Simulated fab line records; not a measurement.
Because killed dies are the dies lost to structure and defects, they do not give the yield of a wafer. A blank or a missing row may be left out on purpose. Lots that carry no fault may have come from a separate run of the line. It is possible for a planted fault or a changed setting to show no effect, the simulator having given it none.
fab line records | flow berkeley_cmos170
record: lots: 14 | wafers: 42 | last_day: 11
route steps=331 shown GATE@141 PLDD@156 NLDD@169 NSD@188
lots that met no fault: from a run of the same line without faults
start_h: the number of hours between the record's first day and the start of the first shown wafer of the lot | wait_h: hours from the lot's prior step to this one | " the same as in the row above | L1.1+2: one row covering several wafers at once | - no value present, or no start provided | * or withheld: withheld | < > ~ a bound
route shown NAME@n: NAME is a module with steps in the file, n the number in the route of the first one | usual: the fault-free wafers' mean and standard deviation | same: alike in all rows | chamber/n: place in a boat | sites: readings site by site | _std_site: standard deviation across them | _edge_site: the outer-site mean with the inner-site mean subtracted | radius_mm: how far each site lies from the wafer's centre | mask NAME#n: copy n | behind: the most recent tool/chamber to have shaped the wafer | hold: the reason the lot was held/the length of the hold in hours/how it ended | device: the transistor (n, p or np) that didn't switch | end of line: tests of these same wafers at the route's end | a step with no rows: only its recipe | killed: at the first sort, the dies lost to defects and structure; wafer yield is something else | map: shows each die of a wafer: x if killed, . if not, _ if none is there
set.NAME: the setting that was run; set.NAME@STEP: the one run at that earlier step | model.NAME: the simulator's own value behind a step, which no gauge read
route steps across a sampled set of lots; one table per step, one row per wafer
services: the hour from which a tool's chamber was out of use, counted from the record's first day as start_h (under 0 if before that day), plus the number of hours and why
== steps ==
step: UCB170_GATE_ETCH_15
recipe: chemistry: HBr/Cl2 | target: poly-Si | stop_on: SiO2 | over_etch_frac: 0.3 | icp_w: 300 | bias_w: 150 | time_s: 56.3 | pressure_mtorr: 15 | HBr_flow_sccm: 150 | Cl2_flow_sccm: 50 | target_depth_a: 2782
usual: HBr_flow_sccm: 150.0/0.44 | drypump_motor_current_A: 6.0/0.55 | oes_product_au: 0.835/0.012 | throttle_valve_pct: 26.45/0.24
same: over_etch_frac: 0.3
lot.wafer | tool      | chamber | start_h | wait_h | HBr_flow_sccm | drypump_motor_current_A | oes_product_au | rf_hours_counter_h | throttle_valve_pct
L478.1    | rie_si-02 | 0       | 128.07  | -      | 150.2         | 5.7                     | 0.818          | 100                | 26.47
L478.2    | "         | 2       | "       | "      | 150.5         | 5.7                     | 0.821          | 45                 | 26.06
L478.4    | "         | 1       | "       | "      | 149.1         | 6.7                     | 0.830          | 0                  | 26.46
L479.2    | rie_si-01 | 2       | 132.53  | -      | 150.4         | 5.1                     | 0.849          | 84                 | 26.30
L479.4    | "         | 3       | "       | "      | 149.9         | 6.7                     | 0.844          | -                  | 26.93
L479.5    | "         | 0       | "       | "      | 150.3         | 6.1                     | 0.835          | -                  | 26.54
L480.1    | rie_si-02 | 3       | 132.77  | -      | 149.6         | 6.0                     | 0.837          | 100                | 26.38
L480.3    | "         | 0       | "       | "      | 149.9         | 5.7                     | 0.828          | 100                | 26.46
L480.6    | "         | 1       | "       | "      | 149.9         | 6.7                     | 0.814          | -                  | 26.48
L482.1    | rie_si-02 | 0       | 142.10  | -      | 149.4         | 5.7                     | 0.817          | 100                | 26.48
L482.3    | "         | 3       | "       | "      | 150.4         | 6.0                     | 0.826          | 100                | 26.38
L482.5    | "         | 1       | "       | "      | 149.8         | 6.7                     | 0.809          | -                  | 26.45
L484.2    | rie_si-02 | 1       | 142.46  | -      | 149.8         | 6.7                     | 0.825          | 1                  | 26.46
L484.5    | "         | 1       | "       | "      | 149.3         | 6.7                     | 0.833          | -                  | 26.47
L484.6    | "         | 0       | "       | "      | 149.9         | 5.7                     | 0.829          | -                  | 26.47
L485.3    | rie_si-01 | 2       | 155.26  | -      | 150.7         | 5.1                     | 0.850          | 85                 | 26.29
L485.5    | "         | 3       | "       | "      | 150.4         | 6.7                     | 0.833          | -                  | 26.94
L485.6    | "         | 0       | "       | "      | 149.6         | 6.1                     | 0.842          | -                  | 26.53
L491.1    | rie_si-01 | 0       | 183.64  | -      | 149.7         | 6.1                     | 0.844          | 52                 | 26.53
L491.5    | "         | 2       | "       | "      | 150.7         | 5.1                     | 0.850          | -                  | 26.29
L491.6    | "         | 3       | "       | "      | 150.8         | 6.7                     | 0.853          | -                  | 26.92
L490.2    | rie_si-02 | 3       | 183.88  | -      | 150.7         | 6.0                     | 0.840          | 100                | 26.37
L490.4    | "         | 3       | "       | "      | 149.5         | 6.0                     | 0.840          | -                  | 26.37
L490.6    | "         | 2       | "       | "      | 150.9         | 5.7                     | 0.818          | -                  | 26.03
L493.1    | rie_si-01 | 3       | 193.28  | -      | 150.0         | 6.7                     | 0.843          | 41                 | 26.94
L493.5    | "         | 2       | "       | "      | 150.4         | 5.1                     | 0.843          | -                  | 26.31
L493.6    | "         | 0       | "       | "      | 149.8         | 6.1                     | 0.848          | -                  | 26.52
L498.2    | rie_si-01 | 0       | 218.31  | -      | 150.1         | 6.1                     | 0.845          | 52                 | 26.52
L498.4    | "         | 2       | "       | "      | 150.5         | 5.1                     | 0.843          | 85                 | 26.32
L498.5    | "         | 2       | "       | "      | 149.3         | 5.1                     | 0.844          | -                  | 26.31
L500.1    | rie_si-02 | 3       | 218.36  | -      | 149.9         | 6.0                     | 0.831          | 100                | 26.38
L500.2    | "         | 2       | "       | "      | 150.0         | 5.6                     | 0.821          | 45                 | 26.05
L500.4    | "         | 0       | "       | "      | 150.3         | 5.7                     | 0.825          | 100                | 26.48
L495.3    | rie_si-01 | 3       | 218.69  | -      | 150.2         | 6.7                     | 0.844          | 42                 | 26.93
L495.4    | "         | 0       | "       | "      | 150.2         | 6.1                     | 0.839          | 52                 | 26.51
L495.5    | "         | 0       | "       | "      | 150.5         | 6.1                     | 0.844          | -                  | 26.53
L496.1    | rie_si-02 | 0       | 218.93  | -      | 150.4         | 5.7                     | 0.832          | 100                | 26.49
L496.5    | "         | 3       | "       | "      | 150.5         | 6.0                     | 0.846          | -                  | 26.39
L496.6    | "         | 0       | "       | "      | 150.4         | 5.8                     | 0.831          | -                  | 26.49
L501.2    | rie_si-01 | 1       | 225.01  | -      | 149.2         | 5.5                     | 0.821          | 0                  | 26.26
L501.3    | "         | 0       | "       | "      | 149.8         | 6.1                     | 0.851          | 52                 | 26.54
L501.4    | "         | 2       | "       | "      | 149.2         | 5.1                     | 0.853          | 85                 | 26.32
step: UCB170_PLDD_TW_MEAS_11
usual: PLDD_TW: 1006/5.2
lot.wafer | tool          | chamber | start_h | wait_h | PLDD_TW
L478.1    | film_metro-02 | -       | 130.24  | 0.1    | 1008
L478.2    | "             | -       | "       | "      | 1013
L478.4    | "             | -       | "       | "      | 1009
L479.2    | film_metro-04 | -       | 134.62  | 0.1    | 1010
L479.4    | "             | -       | "       | "      | 1004
L479.5    | "             | -       | "       | "      | 998
L480.1    | film_metro-04 | -       | 134.72  | 0.1    | 1014
L480.3    | "             | -       | "       | "      | 1007
L480.6    | "             | -       | "       | "      | 1011
L482.1    | film_metro-03 | -       | 145.10  | 0.1    | 1014
L482.3    | "             | -       | "       | "      | 1013
L482.5    | "             | -       | "       | "      | 1007
L484.2    | film_metro-03 | -       | 146.11  | 0.1    | 1008
L484.5    | "             | -       | "       | "      | 1010
L484.6    | "             | -       | "       | "      | 1010
L485.3    | film_metro-03 | -       | 158.19  | 0.1    | 1013
L485.5    | "             | -       | "       | "      | 1014
L485.6    | "             | -       | "       | "      | 1008
L490.2    | film_metro-03 | -       | 186.91  | 0.1    | 1004
L490.4    | "             | -       | "       | "      | 1006
L490.6    | "             | -       | "       | "      | 1009
L491.1    | film_metro-02 | -       | 187.05  | 0.1    | 999
L491.5    | "             | -       | "       | "      | 994
L491.6    | "             | -       | "       | "      | 998
L493.1    | film_metro-04 | -       | 195.24  | 0.1    | 1007
L493.5    | "             | -       | "       | "      | 1003
L493.6    | "             | -       | "       | "      | 1003
L498.2    | film_metro-04 | -       | 221.42  | 0.1    | 1005
L498.4    | "             | -       | "       | "      | 998
L498.5    | "             | -       | "       | "      | 999
L500.1    | film_metro-03 | -       | 221.49  | 0.1    | 1003
L500.2    | "             | -       | "       | "      | 1004
L500.4    | "             | -       | "       | "      | 1009
L495.3    | film_metro-03 | -       | 221.71  | 0.1    | 1006
L495.4    | "             | -       | "       | "      | 1007
L495.5    | "             | -       | "       | "      | 1003
L496.1    | film_metro-03 | -       | 222.32  | 0.1    | 1005
L496.5    | "             | -       | "       | "      | 1004
L496.6    | "             | -       | "       | "      | 1003
L501.2    | film_metro-02 | -       | 227.05  | 0.1    | 1007
L501.3    | "             | -       | "       | "      | 1010
L501.4    | "             | -       | "       | "      | 1015
step: UCB170_NLDD_TW_MEAS_11
usual: NLDD_TW: 2209/12
lot.wafer | tool          | chamber | start_h | wait_h | NLDD_TW
L478.1    | film_metro-03 | -       | 132.16  | 0.1    | 2228
L478.2    | "             | -       | "       | "      | 2224
L478.4    | "             | -       | "       | "      | 2228
L479.2    | film_metro-02 | -       | 136.37  | 0.1    | 2207
L479.4    | "             | -       | "       | "      | 2228
L479.5    | "             | -       | "       | "      | 2212
L480.1    | film_metro-04 | -       | 136.64  | 0.1    | 2213
L480.3    | "             | -       | "       | "      | 2202
L480.6    | "             | -       | "       | "      | 2210
L482.1    | film_metro-04 | -       | 147.47  | 0.1    | 2204
L482.3    | "             | -       | "       | "      | 2202
L482.5    | "             | -       | "       | "      | 2188
L484.2    | film_metro-03 | -       | 148.29  | 0.1    | 2220
L484.5    | "             | -       | "       | "      | 2230
L484.6    | "             | -       | "       | "      | 2225
L485.3    | film_metro-03 | -       | 160.11  | 0.1    | 2204
L485.5    | "             | -       | "       | "      | 2230
L485.6    | "             | -       | "       | "      | 2231
L490.2    | film_metro-04 | -       | 189.05  | 0.1    | 2211
L490.4    | "             | -       | "       | "      | 2219
L490.6    | "             | -       | "       | "      | 2212
L491.1    | film_metro-03 | -       | 189.14  | 0.1    | 2218
L491.5    | "             | -       | "       | "      | 2203
L491.6    | "             | -       | "       | "      | 2210
L493.1    | film_metro-03 | -       | 197.63  | 0.1    | 2218
L493.5    | "             | -       | "       | "      | 2218
L493.6    | "             | -       | "       | "      | 2223
L498.2    | film_metro-04 | -       | 224.06  | 0.1    | 2200
L498.4    | "             | -       | "       | "      | 2203
L498.5    | "             | -       | "       | "      | 2219
L500.1    | film_metro-03 | -       | 224.14  | 0.1    | 2204
L500.2    | "             | -       | "       | "      | 2224
L500.4    | "             | -       | "       | "      | 2198
L495.3    | film_metro-03 | -       | 224.43  | 0.1    | 2217
L495.4    | "             | -       | "       | "      | 2213
L495.5    | "             | -       | "       | "      | 2210
L496.1    | film_metro-04 | -       | 225.22  | 0.1    | 2202
L496.5    | "             | -       | "       | "      | 2199
L496.6    | "             | -       | "       | "      | 2216
L501.2    | film_metro-03 | -       | 229.38  | 0.1    | 2204
L501.3    | "             | -       | "       | "      | 2209
L501.4    | "             | -       | "       | "      | 2219
step: UCB170_NSD_COAT_01
recipe: resist: KrF | spin_rpm: 1500 | resist_thk_nm: 900
usual: chill_plate_temp_C: 22.99/0.1 | dispense_pressure_kPa: 54/6
lot.wafer | tool           | chamber | start_h | wait_h | chill_plate_temp_C | dispense_pressure_kPa
L478.1    | litho_track-01 | 0       | 142.75  | 0.1    | 22.93              | 47
L478.2    | "              | 0       | "       | "      | 22.84              | 47
L478.4    | "              | 0       | "       | "      | 22.80              | 47
L479.2    | litho_track-04 | 0       | 143.04  | 0.1    | 22.98              | 59
L479.4    | "              | 0       | "       | "      | 22.89              | 59
L479.5    | "              | 0       | "       | "      | 22.93              | 59
L480.1    | litho_track-04 | 0       | 143.46  | 0.1    | 22.86              | 59
L480.3    | "              | 0       | "       | "      | 23.02              | 59
L480.6    | "              | 0       | "       | "      | 22.89              | 59
L484.2    | litho_track-01 | 0       | 153.94  | 0.1    | 23.03              | 47
L484.5    | "              | 0       | "       | "      | 23.08              | 47
L484.6    | "              | 0       | "       | "      | 23.01              | 47
L482.1    | litho_track-02 | 0       | 154.04  | 0.1    | 22.91              | 59
L482.3    | "              | 0       | "       | "      | 23.01              | 59
L482.5    | "              | 0       | "       | "      | 22.85              | 59
L485.3    | litho_track-04 | 0       | 166.49  | 0.1    | 23.04              | 59
L485.5    | "              | 0       | "       | "      | 23.00              | 59
L485.6    | "              | 0       | "       | "      | 22.99              | 59
L490.2    | litho_track-04 | 0       | 195.25  | 0.1    | 22.94              | 59
L490.4    | "              | 0       | "       | "      | 23.17              | 59
L490.6    | "              | 0       | "       | "      | 23.16              | 59
L491.1    | litho_track-01 | 0       | 195.67  | 0.1    | 23.14              | 47
L491.5    | "              | 0       | "       | "      | 23.05              | 47
L491.6    | "              | 0       | "       | "      | 23.00              | 47
L493.1    | litho_track-01 | 0       | 204.63  | 0.1    | 23.06              | 47
L493.5    | "              | 0       | "       | "      | 23.10              | 47
L493.6    | "              | 0       | "       | "      | 23.06              | 47
L498.2    | litho_track-04 | -       | 230.88  | 0.1    | -                  | -
L498.4    | "              | -       | "       | "      | -                  | -
L498.5    | "              | -       | "       | "      | -                  | -
L500.1    | litho_track-01 | -       | 231.22  | 0.1    | -                  | -
L500.2    | "              | -       | "       | "      | -                  | -
L500.4    | "              | -       | "       | "      | -                  | -
L495.3    | litho_track-04 | 0       | 231.80  | 0.1    | 23.04              | 59
L495.4    | "              | 0       | "       | "      | 22.97              | 59
L495.5    | "              | 0       | "       | "      | 22.97              | 59
L496.1    | litho_track-04 | 0       | 233.93  | 0.1    | 23.04              | 59
L496.5    | "              | 0       | "       | "      | 23.08              | 59
L496.6    | "              | 0       | "       | "      | 23.02              | 59
L501.2    | litho_track-04 | 0       | 236.49  | 0.1    | 22.92              | 59
L501.3    | "              | 0       | "       | "      | 22.83              | 59
L501.4    | "              | 0       | "       | "      | 22.89              | 59
step: UCB170_NSD_CD_MEAS_06
recipe: target_cd_nm: 1200
usual: cd_nm: 1200.1/1.5
lot.wafer | tool      | chamber | start_h | wait_h | cd_nm
L478.1    | cd_sem-02 | -       | 144.49  | -      | 1198.9
L478.2    | "         | -       | "       | "      | 1200.6
L478.4    | "         | -       | "       | "      | 1199.3
L479.2    | cd_sem-02 | -       | 144.66  | -      | 1202.0
L479.4    | "         | -       | "       | "      | 1200.8
L479.5    | "         | -       | "       | "      | 1200.1
L480.1    | cd_sem-02 | -       | 144.91  | -      | 1201.8
L480.3    | "         | -       | "       | "      | 1200.5
L480.6    | "         | -       | "       | "      | 1201.1
L484.2    | cd_sem-01 | -       | 154.91  | -      | 1199.9
L484.5    | "         | -       | "       | "      | 1201.9
L484.6    | "         | -       | "       | "      | 1201.5
L482.1    | cd_sem-02 | -       | 155.16  | -      | 1198.0
L482.3    | "         | -       | "       | "      | 1197.5
L482.5    | "         | -       | "       | "      | 1198.8
L485.3    | cd_sem-01 | -       | 167.17  | -      | 1202.2
L485.5    | "         | -       | "       | "      | 1202.2
L485.6    | "         | -       | "       | "      | 1200.9
L490.2    | cd_sem-01 | -       | 196.54  | -      | 1199.5
L490.4    | "         | -       | "       | "      | 1199.8
L490.6    | "         | -       | "       | "      | 1200.4
L491.1    | cd_sem-02 | -       | 196.97  | -      | 1200.8
L491.5    | "         | -       | "       | "      | 1200.3
L491.6    | "         | -       | "       | "      | 1201.4
L493.1    | cd_sem-02 | -       | 206.02  | -      | 1196.8
L493.5    | "         | -       | "       | "      | 1196.9
L493.6    | "         | -       | "       | "      | 1197.6
L498.2    | cd_sem-02 | -       | 232.80  | -      | -
L498.4    | "         | -       | "       | "      | -
L498.5    | "         | -       | "       | "      | -
L500.1    | cd_sem-01 | -       | 233.24  | -      | -
L500.2    | "         | -       | "       | "      | -
L500.4    | "         | -       | "       | "      | -
L495.3    | cd_sem-01 | -       | 233.54  | -      | 1203.1
L495.4    | "         | -       | "       | "      | 1203.1
L495.5    | "         | -       | "       | "      | 1202.8
L496.1    | cd_sem-01 | -       | 235.05  | -      | 1199.3
L496.5    | "         | -       | "       | "      | 1199.4
L496.6    | "         | -       | "       | "      | 1199.1
L501.2    | cd_sem-01 | -       | 237.30  | -      | 1199.6
L501.3    | "         | -       | "       | "      | 1198.5
L501.4    | "         | -       | "       | "      | 1198.8
== services ==
tool      | chamber | start_h | hours | kind
rie_si-01 | 1       | 125.13  | 9.6   | repair
rie_si-02 | 0       | 176.11  | 9.2   | repair
rie_si-01 | 1       | 183.95  | -     | clean
rie_si-01 | 1       | 183.95  | 22.4  | scheduled_down
rie_si-01 | 1       | 183.95  | 22.4  | vent_cycle
== key ==
first_sign: step: UCB170_NSD_COAT_01 | reading: tool_record | direction: missing
effect: step: UCB170_NSD_CD_MEAS_06 | reading: cd_nm | direction: missing
met_at UCB170_NSD_COAT_01
struck_lots L498,L500
sort_left_out L498.2,L498.4,L498.5,L500.1,L500.2,L500.4
tester_left_out L498,L500
not_acting_at UCB170_GATE_ETCH_15,UCB170_PLDD_TW_MEAS_11,UCB170_NLDD_TW_MEAS_11
onset_between 204.63 230.88
fault: kind: skipped_step_whole | tool: litho_track-01,litho_track-04 | chamber: - | onset_h: 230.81 | steps: UCB170_NSD_COAT_01 | scope: struck_lots_only
tester_left_out: of these lots the tester's yield and bins aren't shown, on N5 and GAA mostly nor the transistor test; their killed dies are dies lost to structure and defects alone, not to doping, threshold or leakage, so they don't give the yield
sort_left_out: the simulated sort isn't trusted on such a fault, so these wafers' sort isn't shown, and their yield isn't known
